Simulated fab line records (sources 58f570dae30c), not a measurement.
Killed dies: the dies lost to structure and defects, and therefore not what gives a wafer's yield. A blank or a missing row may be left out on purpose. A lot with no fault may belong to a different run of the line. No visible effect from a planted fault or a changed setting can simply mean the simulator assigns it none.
The tool behind it: which one? | flow berkeley_cmos170 | 39 wafers from 13 lots sampled at 6 of the route's 331 steps

== WHAT THE GAUGES READ, wafer by wafer ==
UCB170_V1_BOW_MEAS_03. Usual: V1_BOW 19 um, standard deviation 6.5.
lot  | measured     | on            | V1_BOW (um) | flag
L324 | day 6 22:59  | film_metro-03 | 21 17 9     |
L326 | day 7 08:43  | film_metro-03 | 8 21 26     |
L327 | day 8 02:22  | film_metro-01 | 22 28 19    |
L332 | day 8 06:20  | film_metro-01 | 17 17 20    |
L329 | day 8 06:20  | film_metro-02 | 18 9 9      |
L330 | day 8 17:44  | film_metro-01 | 24 22 19    |
L334 | day 8 17:59  | film_metro-01 | 13 14 16    |
L333 | day 8 17:41  | film_metro-03 | 25 17 26    |
L335 | day 9 09:20  | film_metro-01 | 17 27 10    |
L337 | day 9 15:02  | film_metro-03 | 23 32 30    |
L336 | day 9 14:56  | film_metro-01 | 18 17 12    |
L339 | day 11 00:02 | film_metro-02 | 26 21 20    |
L346 | day 12 02:20 | film_metro-02 | 5 22 26     |

UCB170_V1_THK_MEAS_04. Usual: V1_POLISHED_THK 999.8 nm, standard deviation 1.2.
lot  | measured     | on            | V1_POLISHED_THK (nm) | flag
L324 | day 6 23:05  | film_metro-03 | 1000.9 997.9 1000.1  |
L326 | day 7 08:49  | film_metro-03 | 1001.1 996.7 998.9   |
L327 | day 8 02:28  | film_metro-01 | 1001.1 1000.4 999.9  |
L332 | day 8 06:27  | film_metro-01 | 999.3 999.4 999.5    |
L329 | day 8 06:27  | film_metro-02 | 1000.9 996.4 998.9   |
L330 | day 8 17:50  | film_metro-01 | 998.5 999.4 998.9    |
L334 | day 8 18:07  | film_metro-01 | 1000.9 998.0 999.2   |
L333 | day 8 17:49  | film_metro-03 | 999.7 1001.1 1001.3  |
L335 | day 9 09:27  | film_metro-01 | 1001.6 999.4 998.7   |
L337 | day 9 15:08  | film_metro-03 | 1000.5 1000.2 998.6  |
L336 | day 9 15:03  | film_metro-01 | 1001.9 1001.7 1001.0 |
L339 | day 11 00:09 | film_metro-02 | 1001.1 998.9 998.8   |
L346 | day 12 02:27 | film_metro-02 | 999.3 999.3 999.5    |

UCB170_M2_CD_MEAS_90 targets a cd of 700 nm. Usual: cd_nm at 701.5 nm, with a standard deviation of 2.7.
lot  | measured     | on        | cd_nm (nm)        | flag
L324 | day 7 04:30  | cd_sem-01 | 703.9 704.7 706.5 |
L326 | day 7 15:53  | cd_sem-02 | 701.8 704.9 706.1 |
L327 | day 8 07:11  | cd_sem-01 | 700.1 705.3 698.3 |
L332 | day 8 11:42  | cd_sem-02 | 705.4 700.7 703.5 |
L329 | day 8 11:44  | cd_sem-01 | 701.8 701.5 702.3 |
L330 | day 8 21:52  | cd_sem-01 | 703.2 700.6 703.3 |
L334 | day 8 22:24  | cd_sem-02 | 699.2 700.2 701.6 |
L333 | day 8 22:07  | cd_sem-01 | 705.6 698.3 703.1 |
L335 | day 9 13:58  | cd_sem-02 | 703.8 703.5 704.7 |
L337 | day 9 23:42  | cd_sem-02 | 696.9 700.4 695.7 |
L336 | day 9 23:20  | cd_sem-01 | 705.5 702.8 703.7 |
L339 | day 11 09:16 | cd_sem-02 | 695.4 704.0 693.0 |
L346 | day 12 06:48 | cd_sem-01 | 701.0 705.2 700.7 |

== EACH LOT AND THE TOOL THAT RAN IT (in order: tool; ch and the chambers of the sampled wafers; start) ==
lot  | UCB170_M1_STRIP_13                   | UCB170_M2_METAL_ETCH_18           | UCB170_M2_STRIP_19
L324 | plasma_asher-03 ch 0,1, day 6 19:36  | rie_metal-02 ch 0, day 7 04:07    | plasma_asher-03 ch 0,1, day 7 04:19
L326 | plasma_asher-01 ch 0,1, day 7 04:32  | rie_metal-02 ch 0,1, day 7 15:36  | plasma_asher-04 ch 0,1, day 7 15:46
L327 | plasma_asher-03 ch 0,1, day 7 21:00  | rie_metal-03 ch 0,1, day 8 06:52  | plasma_asher-04 ch 0,1, day 8 07:01
L332 | plasma_asher-04 ch 0,1, day 8 02:02  | rie_metal-04 ch 0,1, day 8 11:25  | plasma_asher-02 ch 0,1, day 8 11:36
L329 | plasma_asher-01 ch 0,1, day 8 02:56  | rie_metal-02 ch 0,1, day 8 11:26  | plasma_asher-03 ch 0,1, day 8 11:38
L330 | plasma_asher-04 ch 0,1, day 8 11:53  | rie_metal-04 ch 0,1, day 8 21:36  | plasma_asher-03 ch 0,1, day 8 21:46
L334 | plasma_asher-04 ch 0,1, day 8 12:16  | rie_metal-02 ch 0,1, day 8 22:07  | plasma_asher-02 ch 0,1, day 8 22:18
L333 | plasma_asher-01 ch 0,1, day 8 12:23  | rie_metal-03 ch 0,1, day 8 21:50  | plasma_asher-03 ch 0,1, day 8 22:01
L335 | plasma_asher-01 ch 0,1, day 9 01:16  | rie_metal-02 ch 0, day 9 13:29    | plasma_asher-03 ch 0,1, day 9 13:52
L337 | plasma_asher-04 ch 0,1, day 9 08:44  | rie_metal-03 ch 0,1, day 9 23:22  | plasma_asher-02 ch 0,1, day 9 23:31
L336 | plasma_asher-01 ch 0,1, day 9 09:02  | rie_metal-04 ch 0,1, day 9 23:02  | plasma_asher-04 ch 0,1, day 9 23:13
L339 | plasma_asher-03 ch 0,1, day 10 19:11 | rie_metal-02 ch 0,1, day 11 08:56 | plasma_asher-03 ch 0,1, day 11 09:07
L346 | plasma_asher-01 ch 0,1, day 11 21:52 | rie_metal-04 ch 0,1, day 12 06:31 | plasma_asher-03 ch 0,1, day 12 06:42
- UCB170_M1_STRIP_13: strips in O2.
- UCB170_M2_METAL_ETCH_18: etches Al in Cl2/BCl3, stops on SiO2, target depth 1170 nm, time 195 s.
- UCB170_M2_STRIP_19: strips in O2.

== AS READ BY THE TOOLS THEMSELVES (means over the sampled wafers that have a number; for cases with no such wafer, the mark the record gives instead) ==
UCB170_M1_STRIP_13. Usual: chamber_pressure_mTorr 3500 mTorr, standard deviation 3.2; drypump_motor_current_A 5.8 A, standard deviation 0.55; oes_product_au 0.720 a.u., standard deviation 0.0047.
lot  | tool            | chamber_pressure_mTorr (mTorr) | drypump_motor_current_A (A) | oes_product_au (a.u.) | flag
L324 | plasma_asher-03 | 3500                           | 6.0                         | 0.724                 |
L326 | plasma_asher-01 | 3500                           | 6.2                         | 0.718                 |
L327 | plasma_asher-03 | 3501                           | 5.8                         | 0.724                 |
L332 | plasma_asher-04 | 3498                           | 5.5                         | 0.723                 |
L329 | plasma_asher-01 | 3504                           | 6.3                         | 0.718                 |
L330 | plasma_asher-04 | 3498                           | 5.2                         | 0.725                 |
L334 | plasma_asher-04 | 3501                           | 5.5                         | 0.718                 |
L333 | plasma_asher-01 | 3503                           | 6.0                         | 0.721                 |
L335 | plasma_asher-01 | 3500                           | 6.0                         | 0.721                 |
L337 | plasma_asher-04 | 3502                           | 5.2                         | 0.722                 |
L336 | plasma_asher-01 | 3499                           | 5.9                         | 0.725                 |
L339 | plasma_asher-03 | 3501                           | 5.9                         | 0.717                 |
L346 | plasma_asher-01 | 3498                           | 5.9                         | 0.717                 |

UCB170_M2_METAL_ETCH_18. Usual: chamber_pressure_mTorr 12.000 mTorr, standard deviation 0.012; drypump_motor_current_A 5.72 A, standard deviation 0.27; oes_product_au 0.854 a.u., standard deviation 0.012; throttle_valve_pct 24.27 %, standard deviation 0.24.
lot  | tool         | chamber_pressure_mTorr (mTorr) | drypump_motor_current_A (A) | oes_product_au (a.u.) | throttle_valve_pct (%) | flag
L324 | rie_metal-02 | 12.002                         | 5.45                        | 0.858                 | 24.21                  |
L326 | rie_metal-02 | 12.005                         | 5.53                        | 0.860                 | 24.17                  |
L327 | rie_metal-03 | 11.995                         | 5.66                        | 0.856                 | 24.13                  |
L332 | rie_metal-04 | 12.007                         | 6.08                        | 0.848                 | 24.41                  |
L329 | rie_metal-02 | 12.011                         | 5.52                        | 0.850                 | 24.18                  |
L330 | rie_metal-04 | 12.002                         | 6.09                        | 0.853                 | 24.40                  |
L334 | rie_metal-02 | 11.997                         | 5.52                        | 0.860                 | 24.17                  |
L333 | rie_metal-03 | 12.003                         | 5.49                        | 0.852                 | 24.12                  |
L335 | rie_metal-02 | 12.000                         | 5.45                        | 0.861                 | 24.20                  |
L337 | rie_metal-03 | 12.003                         | 5.61                        | 0.872                 | 24.12                  |
L336 | rie_metal-04 | 12.002                         | 6.08                        | 0.852                 | 24.40                  |
L339 | rie_metal-02 | 11.998                         | 5.52                        | 0.805                 | 24.21                  | OFF
L346 | rie_metal-04 | 12.009                         | 6.07                        | 0.849                 | 24.41                  |

UCB170_M2_STRIP_19. Usual: chamber_pressure_mTorr 3499.3 mTorr, standard deviation 2.8; drypump_motor_current_A 5.7 A, standard deviation 0.39; oes_product_au 0.544 a.u., standard deviation 0.019.
lot  | tool            | chamber_pressure_mTorr (mTorr) | drypump_motor_current_A (A) | oes_product_au (a.u.) | flag
L324 | plasma_asher-03 | 3500.0                         | 6.0                         | 0.549                 |
L326 | plasma_asher-04 | 3502.5                         | 5.5                         | 0.535                 |
L327 | plasma_asher-04 | 3500.2                         | 5.5                         | 0.549                 |
L332 | plasma_asher-02 | 3499.3                         | 5.8                         | 0.550                 |
L329 | plasma_asher-03 | 3502.0                         | 5.9                         | 0.543                 |
L330 | plasma_asher-03 | 3500.1                         | 6.0                         | 0.553                 |
L334 | plasma_asher-02 | 3500.8                         | 5.8                         | 0.525                 |
L333 | plasma_asher-03 | 3501.6                         | 5.8                         | 0.553                 |
L335 | plasma_asher-03 | 3495.9                         | 5.8                         | 0.535                 |
L337 | plasma_asher-02 | 3498.4                         | 5.6                         | 0.540                 |
L336 | plasma_asher-04 | 3500.4                         | 5.2                         | 0.564                 |
L339 | plasma_asher-03 | 3498.0                         | 5.9                         | 0.463                 | OFF
L346 | plasma_asher-03 | 3498.2                         | 5.8                         | 0.553                 |

== THE ANSWER, worked out from the rows above alone ==
Rule: a lot counts as off when the mean over its wafers that have a number is more than 3 standard deviations away from the usual mean. A lot without any number at a reading at which 4 lots or more have one is off too. All remaining lots with rows at the step are treated as sound. Order of review: gauges by route order, followed by the tools' own readings, for which a lot's mean as printed above is used. The first step at which some lot is off is used, and at that step the reading that is off furthest; a lot without a number counts as furthest.
Off, at UCB170_M2_METAL_ETCH_18 on oes_product_au: L339.
A tool fits if, at that step or a process step before it, it ran every lot that is off, and no sound lot after the first of them. Undecided on this evidence; 2 tools fit (plasma_asher-03 at UCB170_M1_STRIP_13, rie_metal-02 at UCB170_M2_METAL_ETCH_18).

== WHAT HAD BEEN PUT IN BY THE SIMULATOR ==
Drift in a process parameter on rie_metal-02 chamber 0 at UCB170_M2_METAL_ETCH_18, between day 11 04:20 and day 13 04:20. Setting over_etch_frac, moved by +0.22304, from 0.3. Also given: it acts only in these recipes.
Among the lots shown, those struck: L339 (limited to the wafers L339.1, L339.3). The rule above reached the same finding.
